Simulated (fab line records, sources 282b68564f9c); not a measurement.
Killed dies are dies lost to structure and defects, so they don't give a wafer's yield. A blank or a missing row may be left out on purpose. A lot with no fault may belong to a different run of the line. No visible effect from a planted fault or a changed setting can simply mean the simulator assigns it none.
Tool commonality check -- flow rit-cmos -- Sample size 13 lots and 39 wafers

WHAT PROMPTED THE OPENING
2 of 13 lots carry a flag on the reading GATE_POLY_THK at RIT_GATE_THK_MEAS_09. No-fault wafers: 250.8 nm, standard deviation 2.4.
Rule: a lot is flagged when every wafer of it that has a number lies more than 4 standard deviations from that mean, or none has a number. As for the other lots, they are considered sound.

lot,measured,on,"GATE_POLY_THK (nm), wafer by wafer",flag
L840,day 2 11:50,film-metro-02,248.9 249.5 249.3,
L841,day 2 17:25,film-metro-02,251.8 253.3 253.8,
L842,day 2 22:40,film-metro-01,252.7 251.6 253.5,
L843,day 3 01:32,film-metro-01,251.1 251.6 250.2,
L844,day 3 07:46,film-metro-02,247.5 247.5 247.3,
L845,day 3 12:10,film-metro-04,256.0 255.8 253.8,
L846,day 3 17:19,film-metro-04,252.3 252.3 252.0,
L847,day 3 22:18,film-metro-01,248.0 248.8 249.1,
L848,day 4 03:13,film-metro-01,250.4 251.4 250.0,
L853,day 5 10:07,film-metro-01,200.9 201.4 201.7,FLAGGED
L854,day 5 10:07,film-metro-02,202.8 204.3 203.8,FLAGGED
L859,day 6 10:20,film-metro-04,248.3 247.7 246.3,
L861,day 6 19:53,film-metro-01,251.7 253.3 251.0,
The mean of the flagged lots' numbers is 202.5 nm, -48.3 nm from the usual (-20 standard deviations).

LOT BY LOT: THE TOOL USED
The record holds 1 process step before the reading, out of a route of 202 steps. In each cell: the tool, then ch and the chambers that the sampled wafers went through, then the start.
lot,flag,RIT_GATE_CVD_08
L840,,"lpcvd-01 ch 0, day 2 10:12"
L841,,"lpcvd-01 ch 1, day 2 15:47"
L842,,"lpcvd-02 ch 1, day 2 21:02"
L843,,"lpcvd-02 ch 1, day 2 23:56"
L844,,"lpcvd-01 ch 0, day 3 06:09"
L845,,"lpcvd-01 ch 0, day 3 10:32"
L846,,"lpcvd-01 ch 0, day 3 15:41"
L847,,"lpcvd-02 ch 1, day 3 20:41"
L848,,"lpcvd-01 ch 0, day 4 01:36"
L853,FLAGGED,"lpcvd-01 ch 1, day 5 08:29"
L854,FLAGGED,"lpcvd-01 ch 1, day 5 08:29"
L859,,"lpcvd-02 ch 0, day 6 08:41"
L861,,"lpcvd-02 ch 0, day 6 18:16"
What the steps here do:
- RIT_GATE_CVD_08: deposits poly-Si from SiH4, target thk 250 nm, time 2220 s.
- RIT_GATE_THK_MEAS_09

FLAGGED OVER TOTAL, TOOL BY TOOL (the gauges that took the reading come last)
step,tool,lots run,flagged,share of the flagged lots,sound lots run after its first flagged lot
RIT_GATE_CVD_08,lpcvd-01,8,2,all,0
RIT_GATE_CVD_08,lpcvd-02,5,0,none,-
RIT_GATE_THK_MEAS_09,film-metro-01,6,1,some,1 (L861)
RIT_GATE_THK_MEAS_09,film-metro-02,4,1,some,0
RIT_GATE_THK_MEAS_09,film-metro-04,3,0,none,-

WHAT IS ALLOWED BY THE TABLE
Rows of the table that ran each flagged lot: 1, that is lpcvd-01 at RIT_GATE_CVD_08.
- lpcvd-01 at RIT_GATE_CVD_08: 2 of its 8 lots flagged. Last sound lot L848 at day 4 01:36, first flagged lot L853 at day 5 08:29; a fault beginning in between fits. Its own readings lie more than 4 standard deviations out on every wafer of the flagged lots: sih4-flow-sccm.
What remains is a single tool, lpcvd-01 at RIT_GATE_CVD_08.

WHAT THE SIMULATOR HAD PUT IN
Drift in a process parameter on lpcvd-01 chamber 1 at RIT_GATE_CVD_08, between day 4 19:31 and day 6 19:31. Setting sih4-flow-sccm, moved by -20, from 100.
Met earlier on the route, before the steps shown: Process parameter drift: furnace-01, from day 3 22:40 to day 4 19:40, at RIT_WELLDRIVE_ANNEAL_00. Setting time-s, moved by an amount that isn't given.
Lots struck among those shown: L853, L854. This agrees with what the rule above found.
